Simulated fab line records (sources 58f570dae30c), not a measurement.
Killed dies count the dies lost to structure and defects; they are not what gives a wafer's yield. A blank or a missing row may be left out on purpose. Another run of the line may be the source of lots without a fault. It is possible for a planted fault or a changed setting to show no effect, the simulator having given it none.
Struck lot and sound lot, side by side || flow berkeley_cmos170 || 26 out of 331 route steps
Sound: wafers L586.1, L586.2, L586.6. Wafers L592.1, L592.4, L592.6 were the ones struck. At the end, the cause is stated.
Per side, at each step with rows, come the tool, then ch with its chambers, and then its first start. Under that, the readings that differ: sound wafers || struck wafers || difference of the means || sigmas: that difference in standard deviations of wafers without a fault.
alike: a reading whose means differ by less than 2 such deviations, as well as words and numbers matching on both sides. not compared: withheld readings; readings where some wafer has no value; bounds like >300 that might hide an equal value; numbers whose values overlap and for which the record gives no deviation.
Wherever a step has rows on one side only, a row that says differs or no value, or a row with sigmas, the two part there. Numbers that don't overlap but have no deviation are shown without sigmas and don't part them. A reading that every wafer of one side lacks parts them only if that side has two wafers or more.

first, 5 steps without rows for these wafers: UCB170_CONTACT_COAT_10 (resist thk 900 nm); UCB170_CONTACT_SOFTBAKE_11 (time 60 s); UCB170_CONTACT_EXPOSE_12 (exposes mask CONT, target cd 700 nm); UCB170_CONTACT_PEB_13; UCB170_CONTACT_DEVELOP_14 (develop time 45 s).
UCB170_CONTACT_CD_MEAS_15: target cd 700 nm.
  sound on cd_sem-02 at day 8 05:18; struck on cd_sem-01 at day 9 10:37
  alike: cd_nm
UCB170_CONTACT_OVL_MEAS_16:
  sound on overlay-02 at day 8 05:25; struck on overlay-02 at day 9 10:45
  alike: CONTACT_OVL
UCB170_CONTACT_ETCH_17: etches BARC in N2/H2.
  sound on rie_diel-02 ch 1,2, day 8 05:27; struck on rie_diel-04 ch 1,3, day 9 10:47
  alike: drypump_motor_current_A, oes_product_au, throttle_valve_pct
UCB170_CONTACT_ETCH_18: etches PSG in CHF3/CF4/Ar, stops on TiSi2, target depth 840 nm, time 195 s.
  sound on rie_diel-02 ch 1,2; struck on rie_diel-04 ch 1,3
  alike: drypump_motor_current_A, oes_product_au, throttle_valve_pct
  not compared: rf_hours_counter_h
UCB170_CONTACT_STRIP_19: strips in O2.
  sound on plasma_asher-01 ch 0,1, day 8 05:37; struck on plasma_asher-01 ch 0,1, day 9 10:57
  alike: drypump_motor_current_A, oes_product_au
  not compared: rf_hours_counter_h
UCB170_CONTACT_CD_MEAS_90: target cd 700 nm.
  sound on cd_sem-01 at day 8 05:43; struck on cd_sem-01 at day 9 11:03
  alike: cd_nm
then, 1 step without rows for these wafers: UCB170_CONTACT_CLEAN_20 (cleans in SPM, time 600 s).
UCB170_M1_SPUTTER_00: material Al, target thk 600 nm, time 80 s.
  sound on pvd_sputter-03 at day 8 06:01; struck on pvd_sputter-03 at day 9 11:21
{"reading": "model.Al_of_M1_SPUTTER_00.thk_nm (nm)", "sound": "596.1 600.7 601.5", "struck": "741.9 743.8 739.8", "difference": "+142.4", "sigmas": ""}
  alike: cathode_dc_power_W, throttle_valve_pct
UCB170_M1_RS_MEAS_01: measurement is done with a four-point probe.
  sound on film_metro-03 at day 8 06:05; struck on film_metro-03 at day 9 11:25
{"reading": "M1_AL_RS (ohm/sq)", "sound": "0.0489 0.0485 0.0485", "struck": "0.0392 0.0390 0.0392", "difference": -0.0095, "sigmas": -23}
UCB170_M1_THK_MEAS_02: measures by xrf.
  sound on film_metro-03 at day 8 06:12; struck on film_metro-03 at day 9 11:32
{"reading": "M1_AL_THK (nm)", "sound": "609 611 613", "struck": "762 765 755", "difference": "+150", "sigmas": "+24"}
then, 6 steps without rows for these wafers: UCB170_M1_COAT_03; UCB170_M1_COAT_04 (resist thk 900 nm); UCB170_M1_SOFTBAKE_05 (time 60 s); UCB170_M1_EXPOSE_06 (exposes mask METAL1, target cd 700 nm); UCB170_M1_PEB_07; UCB170_M1_DEVELOP_08 (develop time 45 s).
UCB170_M1_CD_MEAS_09: target cd 700 nm.
  sound on cd_sem-01 at day 8 07:16; struck on cd_sem-02 at day 9 12:44
  alike: cd_nm
UCB170_M1_OVL_MEAS_10:
  sound on overlay-01 at day 8 07:23; struck on overlay-02 at day 9 12:51
  alike: M1_OVL
UCB170_M1_ETCH_11: etches BARC in N2/H2.
  sound on rie_diel-04 ch 1,2,3, day 8 07:25; struck on rie_diel-04 ch 0,1,2, day 9 12:53
  alike: drypump_motor_current_A, oes_product_au, throttle_valve_pct
UCB170_M1_METAL_ETCH_12: etches Al in Cl2/BCl3, stops on PSG, target depth 780 nm, time 130 s.
  sound on rie_metal-01 ch 0,1, day 8 07:28; struck on rie_metal-02 ch 0,1, day 9 12:56
{"reading": "oes_product_au (a.u.)", "sound": "0.854 0.860 0.854", "struck": "0.977 0.950 0.940", "difference": "+0.100", "sigmas": "+8"}
  alike: drypump_motor_current_A, throttle_valve_pct
  not compared: rf_hours_counter_h
UCB170_M1_STRIP_13: strips in O2.
  sound on plasma_asher-03 ch 0,1, day 8 07:35; struck on plasma_asher-03 ch 0,1, day 9 13:04
  alike: drypump_motor_current_A, oes_product_au
  not compared: rf_hours_counter_h

== WHERE THEY PART ==
At UCB170_M1_RS_MEAS_01 first; at UCB170_M1_METAL_ETCH_12 last (within this record only). Later steps at which nothing parts them and some readings are alike: UCB170_M1_STRIP_13.

WHY: the cause the simulator had injected
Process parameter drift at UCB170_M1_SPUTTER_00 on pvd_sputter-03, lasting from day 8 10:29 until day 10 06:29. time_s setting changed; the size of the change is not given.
